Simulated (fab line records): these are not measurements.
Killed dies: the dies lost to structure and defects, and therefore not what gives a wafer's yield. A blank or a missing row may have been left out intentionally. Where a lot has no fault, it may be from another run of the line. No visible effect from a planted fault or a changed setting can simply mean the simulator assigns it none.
A lot that was struck, set against a sound lot | flow rit-cmos | 13 steps out of a route of 202
Sound: the wafers L754.1, L754.2, L754.5. Struck: wafers L757.1, L757.3, L757.4. At the end, the cause is stated.
Per side, at each step with rows, come the tool, then ch with its chambers, and then its first start. Under that, the readings that differ: sound wafers | struck wafers | difference of the means | sigmas: that difference in standard deviations of wafers without a fault.
alike: words and numbers the same on both sides, and readings whose means are apart by under 2 such deviations; not compared: readings that were withheld, readings missing a value for some wafer, numbers with overlapping values and no deviation given by the record, and bounds like >300 which may hide the same value.
The two part at a step that has a row with sigmas, a row that says differs or no value, or rows on one side only. Numbers that don't overlap but have no deviation are shown without sigmas and don't part them. Lack of a reading on every wafer of one side parts them only where that side has two or more wafers.

first, 1 step without rows for these wafers: RIT_SDANNEAL_CLEAN_02 (cleans in SC2, time 600 s).
RIT_SDANNEAL_RTA_03: time 5 s.
  sound on rtp-anneal-02 ch 0, day 4 22:38; struck on rtp-anneal-01 ch 0, day 5 16:25
  alike: anneal-temp-c-max, chamber-o2-ppm, wafer_temp_C_max
RIT_SDANNEAL_RS_MEAS_04: measures by four-point-probe.
  struck on film-metro-02, day 5 16:29; sound on film-metro-02, day 4 22:41
  alike: PSD_RS
RIT_SDANNEAL_RS_MEAS_05: measures by four-point-probe.
  struck on film-metro-02, day 5 16:36; sound on film-metro-02, day 4 22:49
  alike: NSD_RS
RIT_SDANNEAL_RS_MEAS_06: measures by four-point-probe.
  struck on film-metro-02, day 5 16:43; sound on film-metro-02, day 4 22:56
  alike: PLDD_RS
RIT_SDANNEAL_RS_MEAS_07: measures by four-point-probe.
  struck on film-metro-02, day 5 16:50; sound on film-metro-02, day 4 23:03
  alike: NLDD_RS
then, 1 step without rows for these wafers: RIT_SILICIDE_WET_ETCH_00 (etches SiO2 in BOE, target depth 14 nm, time 15 s).
RIT_SILICIDE_SPUTTER_01: material Ti, target thk 30 nm, time 240 s.
  struck on pvd-sputter-01, day 5 16:58; sound on pvd-sputter-04, day 4 23:11
  alike: throttle-valve-pct
RIT_SILICIDE_RS_MEAS_02: measures by four-point-probe.
  struck on film-metro-04, day 5 17:07; sound on film-metro-03, day 4 23:20
  alike: SILICIDE_TI_RS
RIT_SILICIDE_THK_MEAS_03: measures by xrf.
  struck on film-metro-04, day 5 17:14; sound on film-metro-03, day 4 23:27
  alike: SILICIDE_TI_THK
RIT_SILICIDE_RTA_04: time 10 s, ramp up 5 s, ramp down 5 s.
  sound on rtp-anneal-01 ch 0, day 4 23:31; struck on rtp-anneal-02 ch 0, day 5 17:18
  alike: anneal-temp-c-max, chamber-o2-ppm, wafer_temp_C_max
then, 1 step without rows for these wafers: RIT_SILICIDE_WET_ETCH_05 (etches Ti in SPM, time 120 s).
RIT_SILICIDE_RTA_06: time 10 s, ramp up 5 s, ramp down 10 s.
  struck on rtp-anneal-01, day 5 17:25; sound on rtp-anneal-02 ch 0, day 4 23:37
  no value came back on the struck wafers for anneal-temp-c-max, chamber-o2-ppm, wafer_temp_C_max; on the sound wafers anneal-temp-c-max reads 752.7 753.3 754.5

== WHERE THEY PART ==
Only at RIT_SILICIDE_RTA_06, within this record.

WHY: whatever the simulator had introduced
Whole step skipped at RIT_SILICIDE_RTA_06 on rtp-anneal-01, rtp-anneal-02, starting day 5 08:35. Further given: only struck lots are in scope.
